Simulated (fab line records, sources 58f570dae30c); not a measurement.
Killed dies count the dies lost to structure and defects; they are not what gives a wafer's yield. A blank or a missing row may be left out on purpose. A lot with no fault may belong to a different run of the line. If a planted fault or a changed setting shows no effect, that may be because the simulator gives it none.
Code-filled problem report in 8D (eight disciplines) form    flow berkeleyCmos170    the parts of the form that need people (team, actions taken, sign-off) are left out

== 1. THE ISSUE ==
Mean M1_AL_RS at UCB170_M1_RS_MEAS_01: 0.0542 ohm/sq over 2 wafers in 2 lots; fault-free wafers: 0.0486 ohm/sq, standard deviation 0.00049. That puts it +12 standard deviations away from the usual mean.
The step: measures by four-point-probe.
First observed at day 10 17:55: wafer L270.1, on filmMetro-04. The record has a number at this step for 42 wafers belonging to 14 lots. The rule behind "out" and "out of limits": a value lying over 4 standard deviations away from the usual mean. The other wafers with a number count as sound.

== 2. WHAT IT IS, AND WHAT IT ISN'T ==
question                     is                          is not
which readings at this step  M1_AL_RS                    -
which lots                   L270, L272                  L253, L254, L256, L259, L260, L262, L263, L265, L266, L273, L275, L276
which wafers of those lots   L270.1, L272.6              L270.2, L270.6, L272.2, L272.5
read on which gauges         filmMetro-03, filmMetro-04  filmMetro-01
when                         from day 10 17:55           up to then (29 sound wafers); but 11 sound wafers of L272, L273, L275, L276 came after

== 3. WHAT RULES OUT EACH SUSPECT ==
Counting: any tool at a process step up to the reading remains a suspect provided it ran every lot that is out. Sound lots after the first of them don't rule it out here, since some wafers of a struck lot are sound.
- the gauge at UCB170_M1_RS_MEAS_01 has been ruled out. Those wafers that are out were read across 2 gauges (filmMetro-03, filmMetro-04).
- pvdSputter-04 at UCB170_M1_SPUTTER_00 (material Al, target thk 600 nm, time 80 s): kept. Every lot that is out went through it, the first being L270 (day 10 17:52); the last sound lot it ran before that was L265 (day 9 10:49).
Left after counting: pvdSputter-04 at UCB170_M1_SPUTTER_00.

== 4. THE CAUSE (what the simulator had put in) ==
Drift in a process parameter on pvdSputter-04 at UCB170_M1_SPUTTER_00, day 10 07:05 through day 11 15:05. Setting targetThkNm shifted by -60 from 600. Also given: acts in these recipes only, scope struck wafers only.
After counting, this tool was the only one left.

== 5. SEQUENCE OF EFFECTS, ordered by route ==
Each row: a reading whose mean over the struck wafers that have a number lies more than 3 standard deviations from the usual. Readings are gone through only where the record gives a usual standard deviation; hours: the median, over the lots, of the time from a lot's start at the first step in this table giving one to that lot's start at this step; sigmas: the change measured in usual standard deviations.
hours  step                     reading       usual          on struck wafers  change   sigmas
0      UCB170_M1_RS_MEAS_01     M1_AL_RS      0.0486 ohm/sq  0.0542            +0.0057  +12
0      UCB170_M1_THK_MEAS_02    M1_AL_THK     596 nm         535               -61      -9.8
1      UCB170_M1_METAL_ETCH_12  oesProductAu  0.864 a.u.     0.813             -0.051   -3.6
Its process steps:
- UCB170_M1_METAL_ETCH_12: etches Al in Cl2/BCl3, stops on PSG, target depth 780 nm, time 130 s.
At these later measuring or inspecting steps, every struck wafer for which the step has a row has a number for every such reading, and none has moved that far: UCB170_M1_CD_MEAS_90.

== 6. HOW IT WOULD HAVE BEEN CAUGHT EARLIER ==
The first out-of-limits reading at a measuring or inspecting step in this record came at day 10 17:55, 11 hours after the fault's start at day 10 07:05.
No tool reading at UCB170_M1_SPUTTER_00 that has a usual standard deviation in the record was out on any struck wafer, so an alarm limit of 4 standard deviations on those readings would not have fired.
Lots out: 2; of these, L272 started UCB170_M1_SPUTTER_00 on pvdSputter-04 after day 10 17:55. A hold on the tool at that time would have spared it.
